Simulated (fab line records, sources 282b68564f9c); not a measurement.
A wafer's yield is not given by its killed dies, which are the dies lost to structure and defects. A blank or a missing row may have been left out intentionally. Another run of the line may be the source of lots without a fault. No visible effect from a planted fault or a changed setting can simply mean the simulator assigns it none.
Problem report, 8D (eight disciplines) form, completed by code | flow rit-cmos | the parts of the form that need people (team, actions taken, sign-off) are left out

1. PROBLEM STATEMENT
rf-fwd-power-W at RIT_M1_METAL_ETCH_12 reads a mean of 278.6 W on 6 wafers of 2 lots; wafers without a fault read 249.0 W with a standard deviation of 0.74. Relative to the usual mean, that is a shift of +40 standard deviations.
The step: etches Al in Cl2/BCl3, stops on SiO2, time 165 s, target depth 600 nm.
First seen on wafer L452.1, day 5 13:31, on rie-metal-01. The record has a number at this step for 18 wafers belonging to 6 lots. The rule behind "out" and "out of limits": a value lying over 4 standard deviations away from the usual mean. The rest of the wafers with a number are treated as sound.

2. WHAT IT IS AND WHAT IT IS NOT
question                    | is                     | is not
which readings at this step | rf-fwd-power-W         | bcl3-flow-sccm, drypump-motor-current-A, oes-product-au, throttle-valve-pct
which lots                  | L452, L453             | L443, L447, L458, L463
which wafers of those lots  | all that have a number | -
read on which tools         | rie-metal-01           | rie-metal-02, rie-metal-04
when                        | from day 5 13:31       | up to then (6 sound wafers); but 6 sound wafers of L458, L463 came after

3. WHAT RULES OUT EACH SUSPECT
Counting: a tool stays on the suspect list if, at a process step up to the reading, it processed all lots that are out and no sound lot following the first of them.
- rie-metal-01 at RIT_M1_METAL_ETCH_12 (etches Al in Cl2/BCl3, stops on SiO2, time 165 s, target depth 600 nm): kept. It ran every lot that is out, first L452 (day 5 13:31), and no sound lot after that; its last sound lot up to then is L447 (day 4 18:39). Out on those wafers are its own readings of rf-fwd-power-W.
The count leaves rie-metal-01 at RIT_M1_METAL_ETCH_12.

4. THE CAUSE (what the simulator had put in)
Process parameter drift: rie-metal-01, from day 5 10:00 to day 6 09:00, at RIT_M1_METAL_ETCH_12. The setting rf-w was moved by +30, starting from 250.
This tool alone remained once counting was done.

5. SEQUENCE OF EFFECTS, ordered by route
Each row: a reading where the mean over the struck wafers with a number is more than 3 standard deviations away from the usual. Readings are gone through only where the record gives a usual standard deviation; hours: the median, over the lots, of the time from a lot's start at the first step in this table giving one to that lot's start at this step; sigmas: the change measured in usual standard deviations.
hours | step                 | reading        | usual   | on struck wafers | change | sigmas
0     | RIT_M1_METAL_ETCH_12 | rf-fwd-power-W | 249.0 W | 278.6            | +29.6  | +40
The process steps in it:
- RIT_M1_METAL_ETCH_12: etches Al in Cl2/BCl3, stops on SiO2, time 165 s, target depth 600 nm.

6. HOW IT WOULD HAVE BEEN CAUGHT EARLIER
The fault began at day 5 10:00; the first out-of-limits reading in this record came at day 5 13:31, 4 hours later.
